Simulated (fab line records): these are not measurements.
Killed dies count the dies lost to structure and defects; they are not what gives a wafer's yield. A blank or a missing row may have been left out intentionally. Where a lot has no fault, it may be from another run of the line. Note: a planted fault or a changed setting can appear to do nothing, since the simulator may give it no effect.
The same fault as seen by 2 desks :: flow berkeley-cmos170 :: only its own numbers are on each desk; what lay behind them is given at the end

THE TOOL OWNER'S DESK: litho-track-04
The tool's own readings at UCB170_CONTACT_COAT_10 (resist thk 900 nm): means of the sampled wafers that have a number, for each lot that ran on this tool. The brackets show how far a lot's mean lies from the usual mean; more than 4 standard deviations puts the lot out of limits, marked OUT.
Columns: A = dispense-pressure-kPa at UCB170_CONTACT_COAT_10, usual 53.9 kPa
lot: L975
first seen here: day 7 08:00
A: 56.4

lot: L983
first seen here: day 9 03:00
A: 56.4

lot: L991
first seen here: day 10 16:00
A: 56.3

lot: L994
first seen here: day 11 00:00
A: 56.3
This desk found nothing out of limits on any of the 4 lots.

AT THE METROLOGY DESK
What the gauges read, lot by lot, whatever tool the lot ran on: means of the sampled wafers that have a number. The brackets show how far a lot's mean lies from the usual mean; more than 4 standard deviations puts the lot out of limits, marked OUT.
Columns: A = NWELL_OXIDE_THK at UCB170_NWELL_THK_MEAS_02, usual 26.3 nm; B = cd-nm at UCB170_CONTACT_CD_MEAS_15, usual 699.9 nm; C = V1_POLISHED_THK at UCB170_V1_THK_MEAS_04, usual 1016.8 nm; D = cd-nm at UCB170_M2_CD_MEAS_90, usual 698.4 nm
lot: L974
first seen here: day 1 20:14
A: 25.9
B: 700.9
C: 1017.1
D: 698.8

lot: L975
first seen here: day 2 06:41
A: 26.6
B: 702.0
C: 1016.9
D: 696.8

lot: L978
first seen here: day 2 18:03
A: 25.8
B: 698.9
C: 1017.5
D: 695.2

lot: L979
first seen here: day 3 01:04
A: 26.6
B: 698.0
C: 1016.7
D: 700.0

lot: L980
first seen here: day 3 04:27
A: 26.6
B: 698.8
C: 1016.9
D: 697.6

lot: L981
first seen here: day 3 06:36
A: 25.8
B: 698.6
C: 1017.2
D: 699.0

lot: L983
first seen here: day 4 04:39
A: 26.7
B: 697.8
C: 1016.6
D: 698.3

lot: L987
first seen here: day 4 21:13
A: 26.9
B: 697.9
C: 1016.4
D: 698.6

lot: L988
first seen here: day 4 21:13
A: 27.1
B: 699.0
C: 1016.1
D: 697.4

lot: L991
first seen here: day 5 18:31
A: 25.7
B: 735.0 (+20) OUT
C: 1017.5
D: 700.0

lot: L994
first seen here: day 6 05:25
A: 26.7
B: 731.4 (+17) OUT
C: 1016.9
D: 699.0

lot: L993
first seen here: day 6 05:27
A: 26.0
B: 700.8
C: 1016.7
D: 696.0

lot: L995
first seen here: day 6 10:41
A: 26.2
B: 699.6
C: 1016.4
D: 696.8

lot: L996
first seen here: day 6 14:29
A: 25.6
B: 701.2
C: 1016.3
D: 698.8
This desk's finding: out of limits on L991, L994; first on L991, day 10 17:08 (cd-nm at UCB170_CONTACT_CD_MEAS_15). L974, L975, L978, L979, L980, L981, L983, L987, L988, L993, L995, L996: within limits.

ALL TOGETHER
Metrology desk: alarm possible at day 10 17:08 on L991, L994.
Nothing out of limits was seen by the tool owner's desk.
On record at the tool owner's desk: L991, L994, within its limits.
UCB170_CONTACT_COAT_10 was run on litho-track-04 by each of the lots named.

WHAT HAD BEEN PUT IN BY THE SIMULATOR
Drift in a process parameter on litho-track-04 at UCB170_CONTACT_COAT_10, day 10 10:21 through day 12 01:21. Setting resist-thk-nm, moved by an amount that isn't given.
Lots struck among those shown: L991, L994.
Delay in hours, fault start to first out-of-limits reading, per desk: metrology desk 7.
